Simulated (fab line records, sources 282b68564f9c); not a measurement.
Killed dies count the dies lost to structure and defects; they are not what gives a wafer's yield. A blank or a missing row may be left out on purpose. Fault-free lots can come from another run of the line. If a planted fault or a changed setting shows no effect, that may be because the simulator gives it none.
What tool caused it? || flow ritCmos || Sampling: 15 lots, 45 wafers, 2 of 202 route steps

== WHAT THE GAUGES READ, wafer by wafer ==
RIT_NWELL_OVL_MEAS_06.
{"lot": "L413", "measured": "day 1 21:52", "on": "overlay-01", "NWELL_OVL (nm)": "-0.1 -0.5 1.1"}
{"lot": "L414", "measured": "day 2 02:34", "on": "overlay-01", "NWELL_OVL (nm)": "-1.1 0.3 -1.7"}
{"lot": "L415", "measured": "day 2 07:11", "on": "overlay-02", "NWELL_OVL (nm)": "-3.7 -3.3 -1.9"}
{"lot": "L422", "measured": "day 3 18:53", "on": "overlay-01", "NWELL_OVL (nm)": "-0.2 -0.4 -0.9"}
{"lot": "L423", "measured": "day 3 22:37", "on": "overlay-01", "NWELL_OVL (nm)": "-2.4 -0.9 -1.8"}
{"lot": "L424", "measured": "day 4 04:40", "on": "overlay-02", "NWELL_OVL (nm)": "-0.1 -1.9 -1.9"}
{"lot": "L428", "measured": "day 5 00:15", "on": "overlay-02", "NWELL_OVL (nm)": "-3.2 -3.2 -5.0"}
{"lot": "L429", "measured": "day 5 05:14", "on": "overlay-01", "NWELL_OVL (nm)": "-0.2 1.1 0.6"}
{"lot": "L430", "measured": "day 5 09:26", "on": "overlay-01", "NWELL_OVL (nm)": "0.2 1.2 0.8"}
{"lot": "L431", "measured": "day 5 14:09", "on": "overlay-02", "NWELL_OVL (nm)": "-3.6 -2.0 -1.4"}
{"lot": "L432", "measured": "day 5 19:20", "on": "overlay-01", "NWELL_OVL (nm)": "-0.6 -1.5 -1.3"}
{"lot": "L433", "measured": "day 6 00:58", "on": "overlay-01", "NWELL_OVL (nm)": "-0.4 -1.6 -1.8"}
{"lot": "L434", "measured": "day 6 05:20", "on": "overlay-01", "NWELL_OVL (nm)": "-4.3 -3.3 -2.6"}
{"lot": "L435", "measured": "day 6 10:20", "on": "overlay-01", "NWELL_OVL (nm)": "-1.5 -1.1 -1.0"}
{"lot": "L436", "measured": "day 6 15:13", "on": "overlay-01", "NWELL_OVL (nm)": "-2.0 -2.2 -2.3"}

RIT_PWELL_TW_MEAS_10.
{"lot": "L413", "measured": "day 2 00:12", "on": "filmMetro-03", "PWELL_TW": "947 941 946"}
{"lot": "L414", "measured": "day 2 04:51", "on": "filmMetro-04", "PWELL_TW": "949 950 955"}
{"lot": "L415", "measured": "day 2 09:41", "on": "filmMetro-03", "PWELL_TW": "945 945 945"}
{"lot": "L422", "measured": "day 3 21:29", "on": "filmMetro-03", "PWELL_TW": "942 940 944"}
{"lot": "L423", "measured": "day 4 00:49", "on": "filmMetro-02", "PWELL_TW": "944 948 943"}
{"lot": "L424", "measured": "day 4 06:59", "on": "filmMetro-03", "PWELL_TW": "938 943 943"}
{"lot": "L428", "measured": "day 5 02:32", "on": "filmMetro-02", "PWELL_TW": "944 948 947"}
{"lot": "L429", "measured": "day 5 07:25", "on": "filmMetro-03", "PWELL_TW": "948 945 945"}
{"lot": "L430", "measured": "day 5 11:36", "on": "filmMetro-03", "PWELL_TW": "945 943 946"}
{"lot": "L431", "measured": "day 5 16:37", "on": "filmMetro-02", "PWELL_TW": "941 939 939"}
{"lot": "L432", "measured": "day 5 21:37", "on": "filmMetro-02", "PWELL_TW": "940 938 948"}
{"lot": "L433", "measured": "day 6 03:16", "on": "filmMetro-04", "PWELL_TW": "951 947 951"}
{"lot": "L434", "measured": "day 6 07:43", "on": "filmMetro-02", "PWELL_TW": "949 950 953"}
{"lot": "L435", "measured": "day 6 12:31", "on": "filmMetro-03", "PWELL_TW": "940 944 942"}
{"lot": "L436", "measured": "day 6 17:30", "on": "filmMetro-02", "PWELL_TW": "942 946 951"}

== WHAT TOOL EACH LOT RAN ON (gives the tool, then ch and the chambers of the sampled wafers, and finally the start) ==
The record holds no process step before these readings.

== WHAT THE TOOLS THEMSELVES READ (means of the sampled wafers that have a number; where no wafer has one, the mark that the record gives instead) ==
The record holds no such reading with a usual standard deviation.

== THE ANSWER, worked out from the rows above alone ==
Rule: the lots themselves supply what counts as usual. Put in order of their means at a reading, lots are off if they are a third of the lots or fewer, leave a main group of 4 or more, and stand apart from it by a gap of 3 or more times the standard deviation of the main group's means; of several such gaps the widest counts. A main group whose means are all the same, to the digits that the tables above print for the reading, isn't used. Also off: a lot with no number at a reading for which 4 or more lots have one. Where the step has rows for the other lots, those lots are counted as sound. First the gauges in route order, then the tools' own readings, where a lot's mean is used as printed above. At the first step where some lot is off, the reading lying furthest off is the one used; lots without a number count as furthest.
Nothing can be told from this: no lot is off at any reading shown.

== WHAT THE SIMULATOR PUT IN ==
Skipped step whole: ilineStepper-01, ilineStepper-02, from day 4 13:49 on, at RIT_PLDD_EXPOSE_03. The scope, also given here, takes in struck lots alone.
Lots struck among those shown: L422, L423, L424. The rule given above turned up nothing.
